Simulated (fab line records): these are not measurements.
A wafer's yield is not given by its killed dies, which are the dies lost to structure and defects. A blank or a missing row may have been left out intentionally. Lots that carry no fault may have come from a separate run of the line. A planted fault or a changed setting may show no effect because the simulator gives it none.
A single fault, viewed from 2 desks || flow berkeleyCmos170 || what lay behind the numbers comes last; until then each desk has only its own

== THE TOOL OWNER'S DESK: implanter-02 ==
The tool's own readings at UCB170_PLDD_IMPLANT_08, given as means over the sampled wafers that have a number, one for each lot that went through this tool. The brackets show how far a lot's mean lies from the usual mean; more than 4 standard deviations puts the lot out of limits, marked OUT.
Columns: A = beamEnergyKeV at UCB170_PLDD_IMPLANT_08, usual 9.9997; B = beamOnS at UCB170_PLDD_IMPLANT_08, usual 10.02 s; C = doseIonsCm2 at UCB170_PLDD_IMPLANT_08, usual 5e+13; D = faradayCurrentUA at UCB170_PLDD_IMPLANT_08, usual 158.1
{"lot": "L150", "first seen here": "day 7 03:30", "A": 10.0012, "B": 9.98, "C": 5e+13, "D": 158.5}
{"lot": "L157", "first seen here": "day 8 10:02", "A": "6.4938 (-99 or more) OUT", "B": "15.82 (+31) OUT", "C": 5e+13, "D": "100.3 (-20) OUT"}
{"lot": "L154", "first seen here": "day 8 10:50", "A": "6.5011 (-99 or more) OUT", "B": "16.06 (+32) OUT", "C": 5e+13, "D": "98.6 (-21) OUT"}
{"lot": "L169", "first seen here": "day 11 03:42", "A": 9.9994, "B": 10.00, "C": 5e+13, "D": 158.9}
This desk's finding: out of limits on L154, L157; first on L157, day 8 10:02 (beamEnergyKeV at UCB170_PLDD_IMPLANT_08). Within limits: L150, L169.

== THE METROLOGY DESK ==
Lot by lot, what the gauges showed, no matter which tool ran the lot: averages of those sampled wafers that carry a number. The brackets show how far a lot's mean lies from the usual mean; more than 4 standard deviations puts the lot out of limits, marked OUT.
Columns: A = INCOMING_BOW at UCB170_START_BOW_MEAS_00, usual 0 um; B = cdNm at UCB170_ACTIVE_CD_MEAS_13, usual 1199.7 nm; C = PLDD_TW at UCB170_PLDD_TW_MEAS_11, usual 1012; D = PLDD_RS at UCB170_SDANNEAL_RS_MEAS_04, usual 1032 ohm/sq
{"lot": "L148", "first seen here": "day 1 15:02", "A": -5, "B": 1199.1, "C": 1005, "D": 1031}
{"lot": "L149", "first seen here": "day 1 20:00", "A": 4, "B": 1200.3, "C": 1017, "D": 1032}
{"lot": "L150", "first seen here": "day 2 01:00", "A": 1, "B": 1199.8, "C": 1020, "D": 1031}
{"lot": "L153", "first seen here": "day 2 16:02", "A": 3, "B": 1200.7, "C": 1006, "D": 1033}
{"lot": "L154", "first seen here": "day 2 21:01", "A": -3, "B": 1200.3, "C": "963 (-7.5) OUT", "D": "1046 (+4.6) OUT"}
{"lot": "L155", "first seen here": "day 3 02:00", "A": 1, "B": 1199.4, "C": 1007, "D": 1037}
{"lot": "L156", "first seen here": "day 3 07:01", "A": 1, "B": 1201.7, "C": 1007, "D": 1033}
{"lot": "L157", "first seen here": "day 3 12:02", "A": 4, "B": 1199.2, "C": "963 (-7.5) OUT", "D": "1052 (+6.6) OUT"}
{"lot": "L162", "first seen here": "day 4 13:00", "A": 5, "B": 1200.2, "C": 1011, "D": 1031}
{"lot": "L164", "first seen here": "day 4 23:00", "A": 4, "B": 1198.5, "C": 1014, "D": 1032}
{"lot": "L165", "first seen here": "day 5 04:01", "A": 2, "B": 1199.2, "C": 1009, "D": 1033}
{"lot": "L168", "first seen here": "day 5 19:00", "A": -2, "B": 1199.6, "C": 1009, "D": 1033}
{"lot": "L169", "first seen here": "day 6 00:00", "A": 7, "B": 1199.6, "C": 1005, "D": 1034}
{"lot": "L170", "first seen here": "day 6 05:01", "A": -3, "B": 1197.6, "C": 1009, "D": 1034}
This desk's finding: out of limits on L154, L157; first on L157, day 8 10:24 (PLDD_TW at UCB170_PLDD_TW_MEAS_11). Within limits: L148, L149, L150, L153, L155, L156, L162, L164, L165, L168, L169, L170.

== ALL TOGETHER ==
The tool owner's desk could have raised an alarm at day 8 10:02, on L154, L157.
Metrology desk: alarm possible at day 8 10:24 on L154, L157.
The lots listed all ran UCB170_PLDD_IMPLANT_08 on implanter-02.

== WHAT HAD BEEN PUT IN BY THE SIMULATOR ==
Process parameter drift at UCB170_PLDD_IMPLANT_08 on implanter-02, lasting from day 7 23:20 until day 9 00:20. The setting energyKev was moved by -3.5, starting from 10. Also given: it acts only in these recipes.
Lots struck among those shown: L154, L157.
Time in hours from fault onset to the first out-of-limits reading at each desk: tool owner's desk 11, metrology desk 11.
